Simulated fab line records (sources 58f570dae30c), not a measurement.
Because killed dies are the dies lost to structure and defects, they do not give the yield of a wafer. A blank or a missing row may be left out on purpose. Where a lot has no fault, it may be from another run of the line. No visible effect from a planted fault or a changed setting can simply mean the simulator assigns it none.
A sampling plan put to the test ; flow berkeley-cmos170 ; each of the 11 faults these records tell of, on one fab line, judged from the records of the lots it struck
The plan is the line's own looks: the steps of the route at which a gauge or an inspection reads the wafer and doesn't change it. A look can be judged if struck wafers have a number there and the file gives its usual mean and standard deviation on fault-free wafers. Caught: at a look after the fault's first step, the mean of the struck wafers lies 4 or more of those standard deviations (sigma) from the usual mean. On the tool: the fault's steps, tested the same way using the tool's own readings. Caught also covers a different recipe on the struck wafers, or a record left blank for those wafers only.

== THE FAULTS, as the simulator had put them in ==
1. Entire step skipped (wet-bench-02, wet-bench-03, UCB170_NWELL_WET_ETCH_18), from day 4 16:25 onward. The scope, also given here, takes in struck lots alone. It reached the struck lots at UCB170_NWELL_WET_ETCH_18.
2. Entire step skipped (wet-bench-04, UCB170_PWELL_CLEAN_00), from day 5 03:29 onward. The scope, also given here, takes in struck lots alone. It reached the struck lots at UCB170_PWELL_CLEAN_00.
3. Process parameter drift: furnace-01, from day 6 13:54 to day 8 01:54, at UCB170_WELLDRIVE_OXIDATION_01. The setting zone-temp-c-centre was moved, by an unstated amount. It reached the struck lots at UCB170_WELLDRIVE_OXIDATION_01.
4. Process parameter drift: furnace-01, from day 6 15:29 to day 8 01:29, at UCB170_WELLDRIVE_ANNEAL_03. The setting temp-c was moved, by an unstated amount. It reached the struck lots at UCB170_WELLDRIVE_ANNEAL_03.
5. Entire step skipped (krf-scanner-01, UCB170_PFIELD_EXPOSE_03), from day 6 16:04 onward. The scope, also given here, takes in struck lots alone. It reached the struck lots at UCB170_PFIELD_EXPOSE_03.
6. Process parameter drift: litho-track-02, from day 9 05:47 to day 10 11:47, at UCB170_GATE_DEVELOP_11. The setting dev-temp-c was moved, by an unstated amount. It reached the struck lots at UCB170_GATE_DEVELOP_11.
7. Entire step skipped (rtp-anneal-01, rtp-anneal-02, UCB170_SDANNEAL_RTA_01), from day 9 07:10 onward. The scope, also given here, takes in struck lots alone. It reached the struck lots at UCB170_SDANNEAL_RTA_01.
8. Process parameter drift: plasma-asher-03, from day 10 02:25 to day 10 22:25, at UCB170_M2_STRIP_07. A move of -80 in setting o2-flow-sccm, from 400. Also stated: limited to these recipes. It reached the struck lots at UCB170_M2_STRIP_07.
9. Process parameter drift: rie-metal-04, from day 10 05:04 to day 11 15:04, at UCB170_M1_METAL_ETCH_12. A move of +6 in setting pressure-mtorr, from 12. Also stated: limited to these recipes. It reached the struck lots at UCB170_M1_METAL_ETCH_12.
10. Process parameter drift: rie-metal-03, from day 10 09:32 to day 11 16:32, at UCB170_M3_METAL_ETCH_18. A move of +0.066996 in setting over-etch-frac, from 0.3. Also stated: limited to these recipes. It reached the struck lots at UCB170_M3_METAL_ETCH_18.
11. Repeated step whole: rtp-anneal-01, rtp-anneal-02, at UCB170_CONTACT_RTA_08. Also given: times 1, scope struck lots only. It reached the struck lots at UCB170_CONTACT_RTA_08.

== WHAT THE PLAN SAW ==
fault;on the tool itself;first look that catches it;reading, sigma;median hours from its first step to that look;hours from the fault's start to the first struck lot there;judged looks passed uncaught
1;the tool's record is blank for the struck wafers;no look after it can be judged;-;-;-;0
2;the tool's record is blank for the struck wafers;no look after it can be judged;-;-;-;0
3;spike-tc-centre-C +21 sigma;none of the 3 looks that can be judged after it;-;-;-;3
4;tube-center-temp-C +99 or beyond sigma;no look after it can be judged;-;-;-;0
5;no reading that can be judged;none of the 2 looks that can be judged after it;-;-;-;2
6;developer-temp-C -8.5 sigma;no look after it can be judged;-;-;-;0
7;the tool's record is blank for the struck wafers;no look after it can be judged;-;-;-;0
8;o2-flow-sccm -72 sigma;not the one look that can be judged after it;-;-;-;1
9;chamber-pressure-mTorr +99 or beyond sigma;no look after it can be judged;-;-;-;0
10;only faintly: oes-product-au -2.3 sigma;no look after it can be judged;-;-;-;0
11;under 2 sigma;not the one look that can be judged after it;-;-;-;1
A dash: the fault is not caught, or the number is missing from these records.

Caught at a look: 0 of 11. Caught on the tool: 8 of 11. By one or the other: 8 of 11.
Caught on the tool alone: faults 1, 2, 3, 4, 6, 7, 8, 9.
Caught by neither: faults 5, 10, 11.
